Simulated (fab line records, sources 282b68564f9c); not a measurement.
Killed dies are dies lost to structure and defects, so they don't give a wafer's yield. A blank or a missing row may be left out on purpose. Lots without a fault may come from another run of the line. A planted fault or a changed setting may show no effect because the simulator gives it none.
A struck lot beside a sound one | flow rit_cmos | 20 steps out of a route of 202
Sound: wafers L772.2, L772.3, L772.4. Struck: wafers L777.1, L777.3, L777.5. The cause comes at the end.
At each step with rows: each side's tool, then ch and its chambers, then its first start. Under that, the readings that differ: sound wafers | struck wafers | difference of the means | sigmas: that difference in standard deviations of wafers without a fault.
alike: readings whose means differ by less than 2 such deviations, and words and numbers that are the same on both sides. not compared: withheld readings, readings that some wafer has no value for, bounds like >300 that may hide the same value, and numbers for which the record gives no deviation and whose values overlap.
The two part at a step that has a row with sigmas, a row that says differs or no value, or rows on one side only. Numbers that don't overlap but have no deviation are shown without sigmas and don't part them. A reading that every wafer of one side lacks parts them only if that side has two wafers or more.

first, 4 steps without rows for these wafers: RIT_ACTIVE_SOFTBAKE_07 (time 60 s); RIT_ACTIVE_EXPOSE_08 (exposes mask M1, target cd 1400 nm); RIT_ACTIVE_PEB_09; RIT_ACTIVE_DEVELOP_10 (develop time 50 s).
RIT_ACTIVE_CD_MEAS_11: target cd 1400 nm.
  sound on cd_sem-02, day 2 05:35; struck on cd_sem-01, day 3 06:35
  alike: cd_nm
then, 1 step without rows for these wafers: RIT_ACTIVE_HARDBAKE_12 (time 60 s).
RIT_ACTIVE_ETCH_13: etches Si3N4 in SF6, stops on SiO2, time 210 s, target depth 210 nm.
  sound on rie_diel-04 ch 0,1,2, day 2 05:50; struck on rie_diel-02 ch 0,1,3, day 3 06:52
  alike: drypump_motor_current_A, oes_product_au, throttle_valve_pct
  not compared: rf_hours_counter_h
RIT_ACTIVE_STRIP_14: strips in O2, time 180 s.
  sound on plasma_asher-04 ch 0,1, day 2 05:58; struck on plasma_asher-04 ch 0,1, day 3 07:00
  alike: drypump_motor_current_A
  not compared: rf_hours_counter_h
RIT_ACTIVE_CD_MEAS_90: target cd 1400 nm.
  sound on cd_sem-01, day 2 06:10; struck on cd_sem-01, day 3 07:10
  alike: cd_nm
then, 3 steps without rows for these wafers: RIT_ACTIVE_CLEAN_15 (cleans in SC1, time 600 s); RIT_ACTIVE_CLEAN_16 (cleans in dHF, time 30 s); RIT_ACTIVE_CLEAN_17 (cleans in SC2, time 600 s).
RIT_FOX1_OXIDATION_00: target thk 350.7 nm, ox time 1130 s.
  sound on furnace-04 ch 0, day 2 06:38; struck on furnace-02 ch 0, day 3 09:24
  alike: tube_center_temp_C_max
RIT_FOX1_THK_MEAS_01:
  sound on film_metro-04, day 2 07:58; struck on film_metro-04, day 3 10:43
  reading             | sound       | struck      | difference | sigmas
  FOX1_OXIDE_THK (nm) | 339 352 344 | 523 529 524 | +180       | +29
RIT_FOX1_WET_ETCH_02: etches SiO2 in BOE, target depth 350 nm, time 390 s.
  sound on wet_bench-03 ch 0, day 2 08:01; struck on wet_bench-02 ch 1, day 3 10:49
  reading                                  | sound             | struck            | difference | sigmas
  model.Si3N4_of_ACTIVE_CVD_03.thk_nm (nm) | 137.1 136.5 137.3 | 133.4 132.2 134.2 | -3.7       |
then, 1 step without rows for these wafers: RIT_FOX2_OXIDATION_00 (target thk 350.7 nm, ox time 1130 s).
RIT_FOX2_THK_MEAS_01:
  sound on film_metro-01, day 2 09:28; struck on film_metro-01, day 3 12:15
  alike: FOX2_OXIDE_THK
RIT_FOX2_CLEAN_02: cleans in dHF, time 174 s.
  sound on wet_bench-04 ch 3, day 2 09:31; struck on wet_bench-04 ch 1, day 3 12:19
  reading                                  | sound             | struck            | difference | sigmas
  model.Si3N4_of_ACTIVE_CVD_03.thk_nm (nm) | 130.1 129.4 130.2 | 126.4 125.1 127.1 | -3.7       |
then, 1 step without rows for these wafers: RIT_FOX2_WET_ETCH_03 (etches Si3N4 in H3PO4, target depth 195 nm, time 2700 s).
RIT_M1_PROBE_99:
  the record has rows for the struck wafers here (prober-01, day 5 07:34) and none for the sound ones

WHERE THEY PART
First at RIT_FOX1_THK_MEAS_01; last, within this record, at RIT_M1_PROBE_99.

WHY: what the simulator had put in
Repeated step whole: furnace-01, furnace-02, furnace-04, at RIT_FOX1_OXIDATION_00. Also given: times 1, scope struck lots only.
